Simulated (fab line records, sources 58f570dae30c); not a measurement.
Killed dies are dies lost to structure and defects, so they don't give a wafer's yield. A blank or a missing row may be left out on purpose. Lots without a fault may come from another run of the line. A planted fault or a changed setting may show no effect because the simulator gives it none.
Chamber matching | flow berkeley_cmos170 | UCB170_M2_ETCH_17 on rie_diel-03: 4 sister chambers
The step etches BARC in N2/H2. 14 wafers are shown with their chamber, then 7 later ones without.

WAFERS WITH THEIR CHAMBER
wafer  | chamber | throttle_valve_pct (%) | oes_product_au (a.u.) | bias_w (W)
L273.1 | 2       | 13.46                  | 0.997                 | 100.7
L273.2 | 1       | 12.88                  | 1.000                 | 99.6
L273.3 | 0       | 13.42                  | 1.024                 | 100.0
L278.2 | 1       | 12.87                  | 0.983                 | 100.0
L278.4 | 2       | 13.46                  | 0.993                 | 99.7
L278.5 | 2       | 13.46                  | 0.985                 | 100.2
L280.2 | 2       | 13.45                  | 0.991                 | 100.6
L280.3 | 1       | 12.87                  | 1.000                 | 99.9
L280.5 | 0       | 13.43                  | 1.007                 | 100.5
L279.2 | 1       | 12.88                  | 0.997                 | 100.3
L279.5 | 2       | 13.46                  | 0.999                 | 100.2
L279.6 | 1       | 12.84                  | 0.993                 | 100.2
L284.1 | 1       | 12.87                  | 0.995                 | 99.6
L284.3 | 3       | 13.36                  | 0.945                 | 99.9

SIGNATURES (means of the wafers above)
reading            | chamber 0 | chamber 1 | chamber 2 | chamber 3 | scatter within a chamber
throttle_valve_pct | 13.4250   | 12.8683   | 13.4580   | 13.3600   | 0.011
oes_product_au     | 1.01550   | 0.99467   | 0.99300   | 0.94500   | 0.00683
bias_w             | 100.250   | 99.933    | 100.280   | 99.900    | 0.344
Rule: a wafer's distance from a chamber is the root of the sum, over the readings, of the square of ((its reading less the chamber's mean) divided by the reading's scatter). The wafer belongs to the nearest chamber; if the next one is less than 2 further off, it can't be placed. The scatter: the root of (the sum of the squares of (reading less its chamber's mean) over the shown wafers, divided by (wafers less chambers)).

WAFERS WITHOUT THEIR CHAMBER
wafer  | throttle_valve_pct (%) | oes_product_au (a.u.) | bias_w (W)
L284.5 | 12.88                  | 0.998                 | 99.6
L293.1 | 13.42                  | 1.022                 | 100.1
L293.2 | 12.88                  | 1.009                 | 100.0
L293.5 | 13.42                  | 1.017                 | 99.8
L296.1 | 13.44                  | 1.020                 | 99.6
L296.2 | 13.34                  | 0.943                 | 99.7
L296.5 | 13.46                  | 1.011                 | 100.8

WHICH CHAMBER EACH WENT THROUGH
wafer  | from the rows above     | in truth
L284.5 | 1                       | 1
L293.1 | 0                       | 0
L293.2 | 1                       | 1
L293.5 | 0                       | 0
L296.1 | 0                       | 0
L296.2 | 3                       | 3
L296.5 | can't be placed: 2 or 0 | 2
Placed correctly: 6 of 7. Can't be placed from these rows: 1 (the true chamber is among the candidates in 1). Placed wrongly: 0.
